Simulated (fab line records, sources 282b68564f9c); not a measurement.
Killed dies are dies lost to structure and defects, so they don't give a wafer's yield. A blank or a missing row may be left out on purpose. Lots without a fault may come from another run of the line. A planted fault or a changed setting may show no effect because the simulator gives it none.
Problem report in the 8D (eight disciplines) form, filled by code | flow rit_cmos | the parts of the form that need people (team, actions taken, sign-off) are left out

1. THE PROBLEM
PWELL_OVL at RIT_PWELL_OVL_MEAS_06 reads a mean of 239.9 nm on 9 wafers of 3 lots; wafers without a fault read -0.5 nm with a standard deviation of 1.2. That is +99 or more standard deviations from the usual mean.
First seen on wafer L860.2, day 3 15:32, on overlay-02. The record holds 42 wafers of 14 lots with a number at this step. Rule for "out", or "out of limits": more than 4 standard deviations from the usual mean. The other wafers with a number count as sound.

2. WHAT IT IS AND WHAT IT IS NOT
question                    | is                     | is not
which readings at this step | PWELL_OVL              | -
which lots                  | L860, L861, L864       | L852, L853, L854, L856, L857, L866, L867, L872, L873, L874, L875
which wafers of those lots  | all that have a number | -
read on which gauges        | overlay-01, overlay-02 | -
when                        | from day 3 15:32       | up to then (15 sound wafers); but 18 sound wafers of L866, L867, L872, L873, L874, L875 came after

3. SUSPECTS, AND WHAT RULES EACH OUT
Counting: a tool at a process step up to the reading stays a suspect if it ran every lot that is out and no sound lot after the first of them.
- the gauge at RIT_PWELL_OVL_MEAS_06: ruled out. The wafers that are out were read on 2 gauges (overlay-01, overlay-02).
- iline_stepper-01 at RIT_PWELL_EXPOSE_03 (exposes mask M3, target cd 43700 nm): kept. It ran every lot that is out, first L860 (day 3 15:07), and no sound lot after that; its last sound lot up to then is L853 (day 2 03:24).
Left after counting: iline_stepper-01 at RIT_PWELL_EXPOSE_03.

4. THE CAUSE (what the simulator had put in)
Scanner matching overlay: iline_stepper-01, from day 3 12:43 on, at RIT_PWELL_EXPOSE_03. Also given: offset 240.
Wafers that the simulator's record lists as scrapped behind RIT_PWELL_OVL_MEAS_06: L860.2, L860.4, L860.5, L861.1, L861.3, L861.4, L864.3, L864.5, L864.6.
Counting left only this tool.

5. THE CHAIN OF EFFECTS, in route order
Each row: a reading whose mean over the struck wafers that have a number lies more than 3 standard deviations from the usual. Only readings for which the record gives a usual standard deviation are gone through. hours: the time from each lot's start at the first step in this table that gives one to its start at this step, as a median over the lots. sigmas: the change in usual standard deviations.
hours | step                  | reading   | usual   | on struck wafers | change | sigmas
0     | RIT_PWELL_OVL_MEAS_06 | PWELL_OVL | -0.5 nm | 239.9            | +240.4 | +99 or more

6. WHAT WOULD HAVE CAUGHT IT SOONER
In this record the first reading out of limits at a measuring or inspecting step was taken at day 3 15:32, 3 hours after the fault began at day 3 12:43.
Of the lots that are out (3), L861, L864 began RIT_PWELL_EXPOSE_03 on iline_stepper-01 after day 3 15:32. A hold on the tool at that time would have spared those 2.
